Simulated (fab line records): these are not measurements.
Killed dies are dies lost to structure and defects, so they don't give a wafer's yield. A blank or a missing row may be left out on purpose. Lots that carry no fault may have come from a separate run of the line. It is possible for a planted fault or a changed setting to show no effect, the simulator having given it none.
A struck lot beside a sound one / flow ritCmos / 19 out of 202 route steps
Sound: the wafers L470.2, L470.3, L470.6. Wafers L478.2, L478.3, L478.5 were the ones struck. Last of all comes the cause.
Per side, at each step with rows, come the tool, then ch with its chambers, and then its first start. Under that, the readings that differ: sound wafers / struck wafers / difference of the means / sigmas: that difference in standard deviations of wafers without a fault.
alike: readings whose means differ by less than 2 such deviations, and words and numbers that are the same on both sides. not compared: withheld readings, readings that some wafer has no value for, bounds like >300 that may hide the same value, and numbers for which the record gives no deviation and whose values overlap.
Wherever a step has rows on one side only, a row that says differs or no value, or a row with sigmas, the two part there. Numbers that don't overlap but have no deviation are shown without sigmas and don't part them. A reading missing from all wafers of one side parts the sides only when that side holds two or more wafers.

first, 4 steps without rows for these wafers: RIT_PSD_SOFTBAKE_02 (time 60 s); RIT_PSD_EXPOSE_03 (exposes mask M10, target cd 40900 nm); RIT_PSD_PEB_04; RIT_PSD_DEVELOP_05 (develop time 50 s).
RIT_PSD_OVL_MEAS_06:
  struck on overlay-02, day 5 17:08; sound on overlay-02, day 3 23:24
reading=PSD_OVL (nm); sound=-2.1 -3.6 -2.2; struck=-0.1 1.0 1.3; difference=+3.4; sigmas=+2
then, 2 steps without rows for these wafers: RIT_PSD_HARDBAKE_07 (time 60 s); RIT_PSD_IMPLANT_08.
RIT_PSD_STRIP_09: strips in O2, time 180 s.
  sound on plasmaAsher-01 ch 0,1, day 3 23:44; struck on plasmaAsher-01 ch 0,1, day 5 17:28
  alike: drypumpMotorCurrentA, rfReflPowerW
  not compared: rfHoursCounterH
RIT_PSD_TW_MEAS_10:
  struck on filmMetro-01, day 5 17:39; sound on filmMetro-01, day 3 23:55
  alike: PSD_TW
then, 3 steps without rows for these wafers: RIT_SDANNEAL_CLEAN_00 (cleans in SC1, time 600 s); RIT_SDANNEAL_CLEAN_01 (cleans in dHF, time 30 s); RIT_SDANNEAL_CLEAN_02 (cleans in SC2, time 600 s).
RIT_SDANNEAL_RTA_03: time 5 s.
  sound on rtpAnneal-02 ch 0, day 4 00:23; struck on rtpAnneal-02 ch 0, day 5 18:16
  alike: wafer_temp_C_max
RIT_SDANNEAL_RS_MEAS_04: a four-point-probe measurement.
  struck on filmMetro-02, day 5 18:19; sound on filmMetro-01, day 4 00:27
reading=PSD_RS (ohm/sq); sound=115.2 115.0 115.3; struck=97.7 97.2 97.3; difference=-17.8; sigmas=-56
RIT_SDANNEAL_RS_MEAS_05: a four-point-probe measurement.
  struck on filmMetro-02, day 5 18:26; sound on filmMetro-01, day 4 00:34
reading=NSD_RS (ohm/sq); sound=84.0 84.2 84.5; struck=82.1 81.7 82.0; difference=-2.3; sigmas=-7
RIT_SDANNEAL_RS_MEAS_06: a four-point-probe measurement.
  struck on filmMetro-02, day 5 18:34; sound on filmMetro-01, day 4 00:41
reading=PLDD_RS (ohm/sq); sound=177.6 177.8 177.7; struck=161.3 161.4 161.0; difference=-16.5; sigmas=-32
RIT_SDANNEAL_RS_MEAS_07: a four-point-probe measurement.
  struck on filmMetro-02, day 5 18:41; sound on filmMetro-01, day 4 00:49
reading=NLDD_RS (ohm/sq); sound=150.2 150.6 150.5; struck=148.6 148.7 148.9; difference=-1.7; sigmas=-3
then, 1 step without rows for these wafers: RIT_SILICIDE_WET_ETCH_00 (etches SiO2 in BOE, target depth 14 nm, time 15 s).
RIT_M1_PROBE_99:
  struck on prober-01, day 6 01:52; sound on prober-01, day 4 07:50
  alike: killedAtContacts, killedAtFrontEnd, killedDies, killedOpen, killedShort

== WHERE THEY PART ==
First at RIT_PSD_OVL_MEAS_06; last, within this record, at RIT_SDANNEAL_RS_MEAS_07. Later steps at which nothing parts them and some readings are alike: RIT_M1_PROBE_99.

WHY: the cause the simulator had injected
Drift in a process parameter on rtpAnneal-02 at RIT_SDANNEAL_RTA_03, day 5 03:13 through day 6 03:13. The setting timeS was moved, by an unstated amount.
